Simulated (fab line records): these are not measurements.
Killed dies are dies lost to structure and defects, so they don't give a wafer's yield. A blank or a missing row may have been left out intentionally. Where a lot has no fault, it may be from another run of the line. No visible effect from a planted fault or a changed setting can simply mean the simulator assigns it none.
A struck lot beside a sound one ; flow rit-cmos ; 15 out of 202 route steps
Sound: wafers L675.4, L675.5, L675.6. Struck: wafer L691.6 (L691.1, L691.4, from the same lot, were not struck and are left out); the cause is given at the end.
Each step with rows lists, per side, the tool, then ch with its chambers, then its first start. Under that, the readings that differ: sound wafers ; struck wafers ; difference of the means ; sigmas: that difference in standard deviations of wafers without a fault.
alike: a reading whose means differ by less than 2 such deviations, as well as words and numbers matching on both sides. not compared: withheld readings; readings where some wafer has no value; bounds like >300 that might hide an equal value; numbers whose values overlap and for which the record gives no deviation.
Wherever a step has rows on one side only, a row that says differs or no value, or a row with sigmas, the two part there. Numbers that don't overlap but have no deviation are shown without sigmas and don't part them. A reading missing from all wafers of one side parts the sides only when that side holds two or more wafers.

RIT_GATE_THK_MEAS_07:
  sound on film-metro-04, day 2 20:02; struck on film-metro-04, day 6 05:47
  alike: GATE_OXIDE_THK
then, 1 step without rows for these wafers: RIT_GATE_CVD_08 (deposits poly-Si from SiH4, target thk 250 nm, time 2220 s).
RIT_GATE_THK_MEAS_09:
  sound on film-metro-04, day 3 05:29; struck on film-metro-01, day 6 07:28
  alike: GATE_POLY_THK
then, 6 steps without rows for these wafers: RIT_GATE_HMDS_10 (prime time 60 s); RIT_GATE_COAT_11 (resist thk 857.1 nm); RIT_GATE_SOFTBAKE_12 (time 60 s); RIT_GATE_EXPOSE_13 (exposes mask M6, target cd 150 nm); RIT_GATE_PEB_14; RIT_GATE_DEVELOP_15 (develop time 50 s).
RIT_GATE_CD_MEAS_16: the cd target is 150 nm.
  sound on cd-sem-02, day 3 06:25; struck on cd-sem-02, day 6 08:22
reading;sound;struck;difference;sigmas
cd-nm (nm);142.9 142.8 144.7;151.4;+7.9;+3
RIT_GATE_OVL_MEAS_17:
  sound on overlay-02, day 3 06:30; struck on overlay-02, day 6 08:29
  alike: GATE_OVL
then, 1 step without rows for these wafers: RIT_GATE_HARDBAKE_18 (time 60 s).
RIT_GATE_ETCH_19: etches poly-Si in SF6/CHF3/O2, stops on SiO2, time 165 s, target depth 312.5 nm.
  sound on rie-si-02 ch 2,3, day 3 06:40; struck on rie-si-02 ch 2, day 6 08:41
reading;sound;struck;difference;sigmas
CHF3_flow_sccm (sccm);30.02 29.96 29.98;29.81;-0.18;-2
oes-product-au (a.u.);0.826 0.824 0.832;0.707;-0.120;-8
run-length-s (s);193.8 193.0 193.4;239.6;+46.2;+96
model.NOVOLAK_of_GATE_COAT_11.thk-nm (nm);676.1 677 675.2;652.8;-23.3;
  alike: drypump-motor-current-A, throttle-valve-pct
  not compared: rf-hours-counter-h
RIT_GATE_STRIP_20: strips in O2, time 180 s.
  sound on plasma-asher-02 ch 0,1, day 3 06:50; struck on plasma-asher-03 ch 0, day 6 08:47
reading;sound;struck;difference;sigmas
drypump-motor-current-A (A);4.9 5.8 4.9;6.1;+0.9;+2
  not compared: rf-hours-counter-h
RIT_M1_PROBE_99:
  sound on prober-02, day 4 07:00; struck on prober-02, day 7 04:44
reading;sound;struck;difference;sigmas
model.etest.pmos-turned.r-on-ohm-um;3539 3527 3606;3428;-129;
model.etest.pmos_0p3.r-on-ohm-um;6514 6558 6471;6203;-311;
model.etest.pmos_0p15.r-on-ohm-um;2792 2796 2840;2729;-80;
model.etest.pmos_0p15.drive-ua-um;255.8 255.8 251.9;265.4;+10.9;
model.etest.pmos-turned.drive-ua-um;182.2 183.3 180.9;191.5;+9.4;
model.etest.pwell-pinched.rs-ohm-sq;469.8 467.2 459.6;482.1;+16.6;
model.etest.nwell-pinched.rs-ohm-sq;343.2 347.3 343.8;350.7;+5.9;
model.etest.pmos_0p3.drive-ua-um;96.67 96.07 97.2;103.6;+7.0;
  alike: killed-at-contacts, killed-at-front-end, killed-dies, killed-open, killed-short

WHERE THEY PART
Last at RIT_GATE_STRIP_20 as far as this record goes, first at RIT_GATE_CD_MEAS_16. Later steps at which nothing parts them and some readings are alike: RIT_M1_PROBE_99.

WHY: whatever the simulator had introduced
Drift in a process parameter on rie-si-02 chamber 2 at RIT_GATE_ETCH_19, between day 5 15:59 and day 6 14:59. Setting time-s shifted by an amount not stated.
